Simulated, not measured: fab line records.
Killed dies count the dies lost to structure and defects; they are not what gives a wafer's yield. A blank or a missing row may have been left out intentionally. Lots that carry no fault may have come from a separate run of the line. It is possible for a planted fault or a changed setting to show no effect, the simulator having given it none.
A lot that was struck, set against a sound lot + flow berkeley cmos170 + 31 out of 331 route steps
Sound: wafers L281.2, L281.3, L281.4. The struck wafers were L286.1, L286.2, L286.4. At the end, the cause is stated.
Each step with rows lists, per side, the tool, then ch with its chambers, then its first start. Under that, the readings that differ: sound wafers + struck wafers + difference of the means + sigmas: that difference in standard deviations of wafers without a fault.
alike: words and numbers the same on both sides, and readings whose means are apart by under 2 such deviations; not compared: readings that were withheld, readings missing a value for some wafer, numbers with overlapping values and no deviation given by the record, and bounds like >300 which may hide the same value.
The two part at a step that has a row with sigmas, a row that says differs or no value, or rows on one side only. Non-overlapping numbers with no deviation appear without sigmas and do not part them. A reading missing from all wafers of one side parts the sides only when that side holds two or more wafers.

UCB170_SDANNEAL_RTA_01: time 5 s.
  sound on rtp anneal-01 ch 0, day 9 04:53; struck on rtp anneal-02 ch 0, day 10 05:17
| reading            | sound          | struck         | difference | sigmas |
|--------------------|----------------|----------------|------------|--------|
| lamp power pct (%) | 39.1 39.1 39.1 | 40.7 40.7 40.7 | +1.6       | +2     |
  alike: wafer_temp_C_max
UCB170_SDANNEAL_RS_MEAS_02: the measuring method here is four-point-probe.
  sound on film metro-04 at day 9 04:57; struck on film metro-04 at day 10 05:20
  alike: PSD_RS
UCB170_SDANNEAL_RS_MEAS_03: the measuring method here is four-point-probe.
  sound on film metro-04 at day 9 05:04; struck on film metro-04 at day 10 05:28
  alike: NSD_RS
UCB170_SDANNEAL_RS_MEAS_04: the measuring method here is four-point-probe.
  sound on film metro-04 at day 9 05:11; struck on film metro-04 at day 10 05:35
  alike: PLDD_RS
UCB170_SDANNEAL_RS_MEAS_05: the measuring method here is four-point-probe.
  sound on film metro-04 at day 9 05:19; struck on film metro-04 at day 10 05:42
  alike: NLDD_RS
then, 1 step without rows for these wafers: UCB170_SILICIDE_PRE_CLEAN_00 (preclean etch time 60 s).
UCB170_SILICIDE_SPUTTER_01: material Ti, target thk 30 nm, time 25 s.
  sound on pvd sputter-04 at day 9 05:28; struck on pvd sputter-04 at day 10 05:53
  alike: throttle valve pct
UCB170_SILICIDE_RS_MEAS_02: the measuring method here is four-point-probe.
  sound on film metro-03 at day 9 05:31; struck on film metro-02 at day 10 05:55
  alike: SILICIDE_TI_RS
UCB170_SILICIDE_THK_MEAS_03: measures by xrf.
  sound on film metro-03 at day 9 05:38; struck on film metro-02 at day 10 06:02
  alike: SILICIDE_TI_THK
then, 3 steps without rows for these wafers: UCB170_SILICIDE_RTA_04 (time 15 s); UCB170_SILICIDE_WET_ETCH_05 (etches Ti in SPM, time 45 s); UCB170_CONTACT_CLEAN_00 (cleans in SPM, time 600 s).
UCB170_CONTACT_CVD_01: deposits PSG from SiH4/O2/PH3, target thk 700 nm, time 2820 s.
  sound on lpcvd-01 ch 1, day 9 06:09; struck on lpcvd-01 ch 0, day 10 06:22
| reading                                 | sound             | struck            | difference | sigmas |
|-----------------------------------------|-------------------|-------------------|------------|--------|
| model.PSG_of_CONTACT_CVD_01.thk nm (nm) | 692.3 691.8 696.3 | 891.4 888.9 894.8 | +198.2     |        |
UCB170_CONTACT_THK_MEAS_02:
  sound on film metro-03 at day 9 08:50; struck on film metro-01 at day 10 08:09
| reading              | sound       | struck      | difference | sigmas |
|----------------------|-------------|-------------|------------|--------|
| CONTACT_PSG_THK (nm) | 692 692 697 | 891 888 896 | +198       | +27    |
then, 3 steps without rows for these wafers: UCB170_CONTACT_HMDS_03 (prime time 60 s); UCB170_CONTACT_COAT_04 (resist thk 900 nm); UCB170_CONTACT_SOFTBAKE_05 (time 60 s).
UCB170_CONTACT_STRIP_06: strips in O2.
  sound on plasma asher-03 ch 0,1, day 9 09:20; struck on plasma asher-04 ch 0,1, day 10 08:54
  alike: drypump motor current A, oes product au, strip time to endpoint s
  not compared: rf hours counter h
then, 1 step without rows for these wafers: UCB170_CONTACT_CLEAN_07 (cleans in SPM, time 600 s).
UCB170_CONTACT_RTA_08: time 10 s.
  sound on rtp anneal-02 ch 0, day 9 09:48; struck on rtp anneal-02 ch 0, day 10 09:11
  alike: lamp power pct, wafer_temp_C_max
then, 6 steps without rows for these wafers: UCB170_CONTACT_COAT_09; UCB170_CONTACT_COAT_10 (resist thk 900 nm); UCB170_CONTACT_SOFTBAKE_11 (time 60 s); UCB170_CONTACT_EXPOSE_12 (exposes mask CONT, target cd 700 nm); UCB170_CONTACT_PEB_13; UCB170_CONTACT_DEVELOP_14 (develop time 45 s).
UCB170_CONTACT_CD_MEAS_15: target cd 700 nm.
  sound on cd sem-02 at day 9 11:23; struck on cd sem-01 at day 10 11:34
| reading    | sound             | struck            | difference | sigmas |
|------------|-------------------|-------------------|------------|--------|
| cd nm (nm) | 699.3 697.9 698.6 | 701.2 701.1 701.1 | +2.5       | +2     |
UCB170_CONTACT_OVL_MEAS_16:
  sound on overlay-02 at day 9 11:29; struck on overlay-01 at day 10 11:41
  alike: CONTACT_OVL
then, 1 step without rows for these wafers: UCB170_CONTACT_ETCH_17 (etches BARC in N2/H2).
UCB170_CONTACT_ETCH_18: etches PSG in CHF3/CF4/Ar, stops on TiSi2, target depth 840 nm, time 195 s.
  sound: rie diel-01 ch 0,1,2; struck: rie diel-03 ch 0,1,3
| reading                             | sound             | struck            | difference | sigmas |
|-------------------------------------|-------------------|-------------------|------------|--------|
| oes product au (a.u.)               | 0.877 0.892 0.919 | 0.992 0.973 0.994 | +0.090     | +6     |
| model.CONTACT.feature depth nm (nm) | 692.3 691.8 696.3 | 824.1 837 852.8   | +144.5     |        |
| model.etch.depth nm (nm)            | 692.3 691.8 696.3 | 824.1 837 852.8   | +144.5     |        |
  alike: drypump motor current A, throttle valve pct
  not compared: rf hours counter h
UCB170_CONTACT_STRIP_19: strips in O2.
  sound on plasma asher-02 ch 0,1, day 9 11:41; struck on plasma asher-02 ch 0,1, day 10 11:53
  alike: drypump motor current A, oes product au
  not compared: rf hours counter h

== WHERE THEY PART ==
At UCB170_SDANNEAL_RTA_01 first; at UCB170_CONTACT_ETCH_18 last (within this record only). Later steps at which nothing parts them and some readings are alike: UCB170_CONTACT_STRIP_19.

WHY: what the simulator had put in
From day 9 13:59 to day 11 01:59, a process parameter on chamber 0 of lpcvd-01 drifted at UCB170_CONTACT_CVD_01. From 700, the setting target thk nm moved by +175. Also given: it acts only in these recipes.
